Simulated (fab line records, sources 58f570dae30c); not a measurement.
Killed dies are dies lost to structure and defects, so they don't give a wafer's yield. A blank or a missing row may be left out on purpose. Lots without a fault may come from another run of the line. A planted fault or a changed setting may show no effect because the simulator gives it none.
Split-lot experiment | flow berkeley_cmos170 | 5 lots, 23 wafers read, on a route of 331 steps

THE SPLIT
At UCB170_PFIELD_COAT_01 (resist thk 900 nm), the setting spin_rpm was moved away from the recipe's 1500 rpm on 5 of the 23 wafers read, by -4.1% to +6.7%. The other wafers ran this setting at the recipe's value.

The reading is taken at the split's own step.

THE READING
KrF_of_PFIELD_COAT_01.thk_nm (the simulator's own value, which no gauge read), in nm, at UCB170_PFIELD_COAT_01 (resist thk 900 nm). The file gives no usual value for it. The 18 wafers here that ran the recipe average 901.1 nm, standard deviation 2.4 nm.

wafer  | tool, chamber at the split | spin_rpm as run, rpm | against the recipe | KrF_of_PFIELD_COAT_01.thk_nm, nm | against lot-mates on the recipe
L075.1 | litho_track-01, 0          | 1500                 | recipe             | 903.7                            | -
L075.2 | litho_track-01, 0          | 1500                 | recipe             | 902.5                            | -
L075.5 | litho_track-01, 0          | 1500                 | recipe             | 902.5                            | -
L075.3 | litho_track-01, 0          | 1500                 | recipe             | 902.4                            | -
L075.4 | litho_track-01, 0          | 1500                 | recipe             | 900.7                            | -
L078.3 | litho_track-02, 0          | 1500                 | recipe             | 898.8                            | -
L078.4 | litho_track-02, 0          | 1500                 | recipe             | 901.5                            | -
L078.5 | litho_track-02, 0          | 1500                 | recipe             | 900.6                            | -
L082.1 | litho_track-02, 0          | 1601                 | +6.7%              | 869.5                            | -29.9
L082.2 | litho_track-02, 0          | 1601                 | +6.7%              | 868.3                            | -31.1
L082.3 | litho_track-02, 0          | 1500                 | recipe             | 900.5                            | -
L082.4 | litho_track-02, 0          | 1500                 | recipe             | 898.3                            | -
L082.6 | litho_track-02, 0          | 1601                 | +6.7%              | 869.1                            | -30.3
L080.1 | litho_track-01, 0          | 1500                 | recipe             | 903.5                            | -
L080.2 | litho_track-01, 0          | 1438                 | -4.1%              | 923.3                            | +18.8
L080.3 | litho_track-01, 0          | 1500                 | recipe             | 903.7                            | -
L080.4 | litho_track-01, 0          | 1438                 | -4.1%              | 924.5                            | +20.0
L080.6 | litho_track-01, 0          | 1500                 | recipe             | 906.3                            | -
L084.1 | litho_track-02, 0          | 1500                 | recipe             | 900.8                            | -
L084.2 | litho_track-02, 0          | 1500                 | recipe             | 897.2                            | -
L084.3 | litho_track-02, 0          | 1500                 | recipe             | 901                              | -
L084.5 | litho_track-02, 0          | 1500                 | recipe             | 898.1                            | -
L084.6 | litho_track-02, 0          | 1500                 | recipe             | 897                              | -

THE FIT
A straight line over all 23 wafers: KrF_of_PFIELD_COAT_01.thk_nm changes by -4.94 nm for each +1% of spin_rpm; r = -0.99; the points scatter about the line by 2.4 nm.
The same after taking each lot's own level away (the mean of its wafers on the recipe; 23 wafers): -4.56 nm for each +1%; r = -1.00; scatter 1.3 nm.
On that fit, the largest move of spin_rpm shifts the reading by 31 nm.
The lots' own levels span 898.82 to 904.50 nm, that is 2.3 times the standard deviation above.
So the lot-to-lot level changes the slope little: the two slopes agree.
Check: with one of the wafers moved furthest among these (+6.7%) left out of the fit, the line predicts -30.9 nm for it against its lot-mates. It came out at -29.9 nm against them.

OTHER SPLITS ON THESE WAFERS
These wafers also went through other splits before the reading. Each is held against what the fit with the lots' levels taken away leaves over:
other split on the same wafers    | wafers away from the commonest value | r with KrF_of_PFIELD_COAT_01.thk_nm (lot level and that fit taken away)
UCB170_ZERO_STRIP_07 o2_flow_sccm | 8                                    | +0.14
UCB170_NWELL_IMPLANT_14 dose_cm2  | 11                                   | +0.24

THE WHOLE CHAIN: every reading that the file lists as answering this split, in the file's order
step                   | what it does      | reading                                                                       | change (the file's fit)              | r (the file's)
UCB170_PFIELD_COAT_01  | resist thk 900 nm | KrF_of_PFIELD_COAT_01.thk_nm (the simulator's own value, which no gauge read) | -4.57 nm for each +1% of the setting | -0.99
UCB170_PFIELD_STRIP_08 | strips in O2      | strip_time_to_endpoint_s                                                      | withheld for each +1% of the setting | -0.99

THE FILE'S OWN FIT
KrF_of_PFIELD_COAT_01.thk_nm changes by -4.57 nm for each +1% of spin_rpm, r = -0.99.
